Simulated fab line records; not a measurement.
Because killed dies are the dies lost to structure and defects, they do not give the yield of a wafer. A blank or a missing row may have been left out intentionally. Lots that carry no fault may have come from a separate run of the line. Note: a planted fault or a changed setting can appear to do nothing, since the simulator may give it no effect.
Which tool did it? -- flow ritCmos -- 42 wafers from 14 lots sampled at 3 of the route's 202 steps

## WHAT THE GAUGES READ, wafer by wafer
RIT_PWELL_TW_MEAS_10. Usual: PWELL_TW typically reads 941, with standard deviation 6.7.
lot,measured,on,PWELL_TW,flag
L716,day 2 06:20,filmMetro-03,929 937 932,
L717,day 2 10:08,filmMetro-04,946 944 946,
L718,day 2 13:56,filmMetro-04,950 944 943,
L719,day 2 19:55,filmMetro-02,940 941 941,
L720,day 2 23:47,filmMetro-04,949 945 948,
L721,day 3 05:59,filmMetro-02,937 932 940,
L725,day 4 02:27,filmMetro-04,945 949 948,
L727,day 4 10:43,filmMetro-02,1054 1055 1061,OFF
L729,day 4 22:29,filmMetro-03,1054 1056 1057,OFF
L731,day 5 07:29,filmMetro-02,940 938 932,
L732,day 5 11:26,filmMetro-02,934 937 936,
L734,day 5 22:41,filmMetro-02,940 937 942,
L736,day 6 07:29,filmMetro-03,934 932 932,
L737,day 6 13:22,filmMetro-03,932 926 928,

RIT_WELLDRIVE_RS_MEAS_02: measures by four-point-probe. Usual: PWELL_RS typically reads 429.9 ohm/sq, with standard deviation 1.2.
lot,measured,on,PWELL_RS (ohm/sq),flag
L716,day 2 13:20,filmMetro-03,431.4 429.7 430.3,
L717,day 2 15:24,filmMetro-02,430.3 430.8 432.6,
L718,day 2 19:30,filmMetro-03,430.0 430.2 430.3,
L719,day 3 01:11,filmMetro-02,431.1 431.0 430.4,
L720,day 3 06:17,filmMetro-04,430.8 429.7 429.4,
L721,day 3 11:16,filmMetro-02,431.1 430.4 429.5,
L725,day 4 07:43,filmMetro-04,428.5 429.1 429.7,
L727,day 4 15:59,filmMetro-04,342.1 341.9 341.6,OFF
L729,day 5 03:45,filmMetro-03,343.0 343.0 342.5,OFF
L731,day 5 12:44,filmMetro-02,429.7 430.8 431.8,
L732,day 5 16:43,filmMetro-03,431.7 429.0 430.0,
L734,day 6 04:25,filmMetro-02,430.4 430.2 428.8,
L736,day 6 12:46,filmMetro-02,429.0 429.1 429.7,
L737,day 6 18:39,filmMetro-02,428.4 430.2 428.5,

## WHAT TOOL EACH LOT RAN ON (gives the tool, then ch and the chambers of the sampled wafers, and finally the start)
lot,RIT_PWELL_IMPLANT_08
L716,"implanter-03 ch 0, day 2 06:01"
L717,"implanter-02 ch 0, day 2 09:49"
L718,"implanter-03 ch 0, day 2 13:37"
L719,"implanter-01 ch 0, day 2 19:36"
L720,"implanter-03 ch 0, day 2 23:29"
L721,"implanter-02 ch 0, day 3 05:41"
L725,"implanter-01 ch 0, day 4 02:07"
L727,"implanter-03 ch 0, day 4 10:24"
L729,"implanter-03 ch 0, day 4 22:10"
L731,"implanter-01 ch 0, day 5 07:10"
L732,"implanter-02 ch 0, day 5 11:08"
L734,"implanter-02 ch 0, day 5 22:23"
L736,"implanter-01 ch 0, day 6 07:11"
L737,"implanter-02 ch 0, day 6 13:04"
- RIT_PWELL_IMPLANT_08

## WHAT THE TOOLS THEMSELVES READ (means of the sampled wafers that have a number; where no wafer has one, the mark that the record gives instead)
RIT_PWELL_IMPLANT_08. Usual: doseIonsCm2 7e+13, standard deviation 8.8e+10; faradayCurrentUA 222, standard deviation 4.5.
lot,tool,doseIonsCm2,faradayCurrentUA,flag
L716,implanter-03,7e+13,221,
L717,implanter-02,7e+13,226,
L718,implanter-03,7e+13,221,
L719,implanter-01,7e+13,222,
L720,implanter-03,7e+13,223,
L721,implanter-02,7e+13,217,
L725,implanter-01,7e+13,221,
L727,implanter-03,1e+14,320,OFF
L729,implanter-03,1e+14,317,OFF
L731,implanter-01,7e+13,219,
L732,implanter-02,7e+13,223,
L734,implanter-02,7e+13,224,
L736,implanter-01,7e+13,220,
L737,implanter-02,7e+13,226,

## THE ANSWER, worked out from the rows above alone
Rule: a lot counts as off when the mean over its wafers that have a number is more than 3 standard deviations away from the usual mean. Also off: a lot with no number at a reading for which 4 or more lots have one. All remaining lots with rows at the step are treated as sound. The gauges are gone through in route order, then the tools' own readings, and for those a lot's mean is taken as printed above. At the first step where some lot is off, the reading lying furthest off is the one used; lots without a number count as furthest.
Off: L727, L729, at RIT_PWELL_TW_MEAS_10 (PWELL_TW).
A tool fits if, at a process step before that reading, it ran every lot that is off, and no sound lot after the first of them. The gauges at RIT_PWELL_TW_MEAS_10 aren't tried: what is off there is off at RIT_PWELL_IMPLANT_08 too, on other tools, and a gauge's error can't cause that. One candidate fits, namely implanter-03 at RIT_PWELL_IMPLANT_08. Its last sound lot is L720 (day 2 23:29), its first lot that is off L727 (day 4 10:24): a fault that began between those two fits.
The tool's own readings at RIT_PWELL_IMPLANT_08 bear it out: on the lots that are off they differ by more than 5 times the standard deviation of the sound lots' means. doseIonsCm2 reads 1e+14 there against 7e+13 on the sound lots; faradayCurrentUA reads 318 there against 222 on the sound lots.

## WHAT THE SIMULATOR HAD INSERTED
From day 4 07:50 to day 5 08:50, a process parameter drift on implanter-03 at RIT_PWELL_IMPLANT_08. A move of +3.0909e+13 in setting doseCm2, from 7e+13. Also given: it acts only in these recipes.
Struck lots among those shown: L727, L729. This agrees with what the rule above found.
